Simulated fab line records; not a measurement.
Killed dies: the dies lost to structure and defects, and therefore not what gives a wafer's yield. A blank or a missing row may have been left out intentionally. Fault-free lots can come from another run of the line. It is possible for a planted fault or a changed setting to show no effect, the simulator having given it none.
Lot-split experiment    flow ritCmos    on a route of 202 steps: 5 lots, 23 wafers read

== SPLIT DETAILS ==
At RIT_SPACER_ETCHBACK_05 (etches Si3N4 in SF6/CHF3, stops on SiO2, target depth 250 nm, time 240 s), the setting timeS was moved away from the recipe's 240 s on 7 of the 23 wafers read, by -9.3% to +13.7%. All remaining wafers had this setting at the recipe value.

Reading taken at the split's own step.

== THE READING ==
Si3N4_of_SPACER_CVD_03.thkNm (the simulator's own value, which no gauge read), in nm, at RIT_SPACER_ETCHBACK_05 (etches Si3N4 in SF6/CHF3, stops on SiO2, target depth 250 nm, time 240 s). No usual value for it is given in the file. Here, 16 wafers ran the recipe; their average is 193.1 nm with a standard deviation of 1.3 nm.

wafer   tool, chamber at the split  timeS as run, s  against the recipe  Si3N4_of_SPACER_CVD_03.thkNm, nm  against lot-mates on the recipe
L076.1  rieDiel-03, 0               240              recipe              192.1                             -
L076.3  rieDiel-03, 2               272.8            +13.7%              188.5                             -5.1
L076.4  rieDiel-03, 1               240              recipe              195                               -
L076.5  rieDiel-03, 3               272.8            +13.7%              187.7                             -5.9
L076.6  rieDiel-03, 2               272.8            +13.7%              187.1                             -6.5
L077.1  rieDiel-01, 3               240              recipe              190                               -
L077.2  rieDiel-01, 0               253              +5.4%               188.9                             -3.3
L077.3  rieDiel-01, 2               253              +5.4%               188.6                             -3.6
L077.5  rieDiel-01, 3               240              recipe              193.2                             -
L077.6  rieDiel-01, 2               240              recipe              193.3                             -
L078.1  rieDiel-04, 3               240              recipe              194.2                             -
L078.2  rieDiel-04, 1               240              recipe              193.1                             -
L078.3  rieDiel-04, 2               240              recipe              193.9                             -
L082.2  rieDiel-04, 2               240              recipe              192.4                             -
L082.3  rieDiel-04, 0               240              recipe              192.1                             -
L082.4  rieDiel-04, 3               217.7            -9.3%               196                               +4.1
L082.5  rieDiel-04, 1               240              recipe              191.1                             -
L082.6  rieDiel-04, 2               217.7            -9.3%               197.5                             +5.6
L084.1  rieDiel-01, 2               240              recipe              193.8                             -
L084.3  rieDiel-01, 0               240              recipe              194.3                             -
L084.4  rieDiel-01, 1               240              recipe              194.7                             -
L084.5  rieDiel-01, 0               240              recipe              193.5                             -
L084.6  rieDiel-01, 3               240              recipe              193.6                             -

FIT RESULTS
A straight line over all 23 wafers: Si3N4_of_SPACER_CVD_03.thkNm changes by -0.416 nm for each +1% of timeS; r = -0.88; the points scatter about the line by 1.3 nm.
The same after taking each lot's own level away (the mean of its wafers on the recipe; 23 wafers): -0.463 nm for each +1%; r = -0.94; scatter 0.96 nm.
According to that fit, moving timeS by its largest amount changes the reading by 6.3 nm.
The span of the lots' own levels, 191.87 to 193.98 nm, comes to 1.6 times the standard deviation stated above.
Thus the slope moves with the lot-to-lot level: the two fits are different.
Check: for one of the wafers moved furthest among these (+13.7%), held out of the fit, the line's prediction against its lot-mates is -6.68 nm. Against them it came out at -5.05 nm.

== THE OTHER SPLITS THESE WAFERS WENT THROUGH ==
Before the reading, these wafers also passed through other splits. Each is held against what the fit with the lots' levels taken away leaves over:
other split on the same wafers   wafers away from the commonest value  r with Si3N4_of_SPACER_CVD_03.thkNm (lot level and that fit taken away)
RIT_ACTIVE_EXPOSE_08 doseMj      5                                     -0.23
RIT_FOX2_OXIDATION_00 oxTimeS    10                                    +0.23
RIT_NWELL_IMPLANT_08 energyKev   10                                    -0.03
RIT_NRETRO_COAT_01 resistThkNm   9                                     +0.27
RIT_PRETRO_COAT_01 resistThkNm   10                                    +0.09
RIT_PRETRO_IMPLANT_08 energyKev  10                                    -0.13
RIT_GATE_CVD_08 pressureMtorr    10                                    +0.12
RIT_NLDD_IMPLANT_08 energyKev    10                                    -0.05

== THE WHOLE CHAIN: every reading that the file lists as answering this split, in the file's order ==
step                    what it does                                                              reading                                                                        change (the file's fit)                r (the file's)
RIT_SPACER_ETCHBACK_05  etches Si3N4 in SF6/CHF3, stops on SiO2, target depth 250 nm, time 240 s  poly-Si_of_GATE_CVD_08.thkNm (the simulator's own value, which no gauge read)  -0.609 nm for each +1% of the setting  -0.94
RIT_SPACER_ETCHBACK_05  etches Si3N4 in SF6/CHF3, stops on SiO2, target depth 250 nm, time 240 s  Si3N4_of_SPACER_CVD_03.thkNm (the simulator's own value, which no gauge read)  -0.475 nm for each +1% of the setting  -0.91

== FILE'S OWN FIT ==
Si3N4_of_SPACER_CVD_03.thkNm changes by -0.475 nm for each +1% of timeS, r = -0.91.
